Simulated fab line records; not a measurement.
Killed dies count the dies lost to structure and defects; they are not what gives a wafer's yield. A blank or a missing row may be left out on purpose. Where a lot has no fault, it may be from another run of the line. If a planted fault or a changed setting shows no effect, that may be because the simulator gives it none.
The tool behind it: which one? || flow rit_cmos || 42 wafers from 14 lots sampled at 2 of the route's 202 steps

## WHAT THE GAUGES SHOWED, per wafer
RIT_WELLDRIVE_RS_MEAS_02: measurement is done with a four-point probe.
{"lot": "L393", "measured": "day 2 15:14", "on": "film_metro-04", "PWELL_RS (ohm/sq)": "430.8 429.7 431.3"}
{"lot": "L394", "measured": "day 2 15:15", "on": "film_metro-01", "PWELL_RS (ohm/sq)": "429.2 428.6 429.4"}
{"lot": "L396", "measured": "day 3 00:04", "on": "film_metro-04", "PWELL_RS (ohm/sq)": "429.1 428.6 428.8"}
{"lot": "L397", "measured": "day 3 05:01", "on": "film_metro-01", "PWELL_RS (ohm/sq)": "428.1 428.1 428.7"}
{"lot": "L398", "measured": "day 3 08:13", "on": "film_metro-02", "PWELL_RS (ohm/sq)": "428.6 431.0 429.8"}
{"lot": "L399", "measured": "day 3 14:54", "on": "film_metro-02", "PWELL_RS (ohm/sq)": "428.9 426.8 426.8"}
{"lot": "L400", "measured": "day 3 20:54", "on": "film_metro-04", "PWELL_RS (ohm/sq)": "427.1 428.5 427.0"}
{"lot": "L402", "measured": "day 4 03:47", "on": "film_metro-01", "PWELL_RS (ohm/sq)": "429.3 429.1 428.7"}
{"lot": "L401", "measured": "day 4 05:16", "on": "film_metro-01", "PWELL_RS (ohm/sq)": "416.7 417.4 417.0"}
{"lot": "L404", "measured": "day 4 14:05", "on": "film_metro-01", "PWELL_RS (ohm/sq)": "430.6 429.8 430.4"}
{"lot": "L406", "measured": "day 4 23:10", "on": "film_metro-01", "PWELL_RS (ohm/sq)": "418.6 419.9 418.8"}
{"lot": "L410", "measured": "day 5 21:25", "on": "film_metro-04", "PWELL_RS (ohm/sq)": "428.9 429.2 428.4"}
{"lot": "L412", "measured": "day 6 08:26", "on": "film_metro-01", "PWELL_RS (ohm/sq)": "429.7 428.8 431.1"}
{"lot": "L415", "measured": "day 6 22:26", "on": "film_metro-04", "PWELL_RS (ohm/sq)": "429.8 429.0 429.9"}

## TOOL THAT RAN EACH LOT (tool first, then ch and the chambers of the sampled wafers, then the start)
{"lot": "L393", "RIT_PWELL_IMPLANT_08": "implanter-04 ch 0, day 2 07:22"}
{"lot": "L394", "RIT_PWELL_IMPLANT_08": "implanter-02 ch 0, day 2 07:39"}
{"lot": "L396", "RIT_PWELL_IMPLANT_08": "implanter-02 ch 0, day 2 17:17"}
{"lot": "L397", "RIT_PWELL_IMPLANT_08": "implanter-04 ch 0, day 2 20:56"}
{"lot": "L398", "RIT_PWELL_IMPLANT_08": "implanter-03 ch 0, day 3 02:37"}
{"lot": "L399", "RIT_PWELL_IMPLANT_08": "implanter-02 ch 0, day 3 07:37"}
{"lot": "L400", "RIT_PWELL_IMPLANT_08": "implanter-02 ch 0, day 3 14:38"}
{"lot": "L402", "RIT_PWELL_IMPLANT_08": "implanter-03 ch 0, day 3 22:13"}
{"lot": "L401", "RIT_PWELL_IMPLANT_08": "implanter-02 ch 0, day 3 22:17"}
{"lot": "L404", "RIT_PWELL_IMPLANT_08": "implanter-04 ch 0, day 4 08:19"}
{"lot": "L406", "RIT_PWELL_IMPLANT_08": "implanter-02 ch 0, day 4 16:56"}
{"lot": "L410", "RIT_PWELL_IMPLANT_08": "implanter-04 ch 0, day 5 15:20"}
{"lot": "L412", "RIT_PWELL_IMPLANT_08": "implanter-03 ch 0, day 6 01:35"}
{"lot": "L415", "RIT_PWELL_IMPLANT_08": "implanter-04 ch 0, day 6 15:51"}
- RIT_PWELL_IMPLANT_08

## WHAT THE TOOLS THEMSELVES READ (means of the sampled wafers that have a number; where no wafer has one, the mark that the record gives instead)
RIT_PWELL_IMPLANT_08.
{"lot": "L393", "tool": "implanter-04", "beam_energy_keV": 169.98}
{"lot": "L394", "tool": "implanter-02", "beam_energy_keV": 169.98}
{"lot": "L396", "tool": "implanter-02", "beam_energy_keV": 169.91}
{"lot": "L397", "tool": "implanter-04", "beam_energy_keV": 170.01}
{"lot": "L398", "tool": "implanter-03", "beam_energy_keV": 170.04}
{"lot": "L399", "tool": "implanter-02", "beam_energy_keV": 170.02}
{"lot": "L400", "tool": "implanter-02", "beam_energy_keV": 169.92}
{"lot": "L402", "tool": "implanter-03", "beam_energy_keV": 170.09}
{"lot": "L401", "tool": "implanter-02", "beam_energy_keV": 220.95}
{"lot": "L404", "tool": "implanter-04", "beam_energy_keV": 169.98}
{"lot": "L406", "tool": "implanter-02", "beam_energy_keV": 220.95}
{"lot": "L410", "tool": "implanter-04", "beam_energy_keV": 169.98}
{"lot": "L412", "tool": "implanter-03", "beam_energy_keV": 170.02}
{"lot": "L415", "tool": "implanter-04", "beam_energy_keV": 170.03}

## THE ANSWER, worked out from the rows above alone
Rule: the lots themselves supply what counts as usual. Put in order of their means at a reading, lots are off if they are a third of the lots or fewer, leave a main group of 4 or more, and stand apart from it by a gap of 3 or more times the standard deviation of the main group's means; of several such gaps the widest counts. A main group is skipped when, at the precision printed for the reading in the tables above, its means are all equal. Also off: a lot with no number at a reading for which 4 or more lots have one. Any other lot the step has rows for is counted as sound. Order of review: gauges by route order, followed by the tools' own readings, for which a lot's mean as printed above is used. At the first step where some lot is off, the reading lying furthest off is the one used; lots without a number count as furthest.
Off: L401, L406, at RIT_WELLDRIVE_RS_MEAS_02 (PWELL_RS). The main group: mean 429.1 ohm/sq, standard deviation 0.94.
A tool fits if, at a process step before that reading, it ran every lot that is off, and no sound lot after the first of them. Not tried: the gauges at RIT_WELLDRIVE_RS_MEAS_02; whatever is off there is also off at RIT_PWELL_IMPLANT_08, on other tools, and gauge error can't account for it. One fits: RIT_PWELL_IMPLANT_08 on implanter-02. A fault onset in the window from L400 (day 3 14:38, its last sound lot) to L401 (day 3 22:17, its first lot off) fits.
On the lots that are off, the tool's own readings at RIT_PWELL_IMPLANT_08 differ by more than 5 times the standard deviation of the sound lots' means, which bears it out; beam_energy_keV reads 220.95 there versus 170.00 on the sound lots.

## WHAT WAS PUT IN BY THE SIMULATOR
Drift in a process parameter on implanter-02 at RIT_PWELL_IMPLANT_08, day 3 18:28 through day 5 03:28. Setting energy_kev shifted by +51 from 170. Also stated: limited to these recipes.
Lots struck among those shown: L401, L406. Same finding as the rule above.
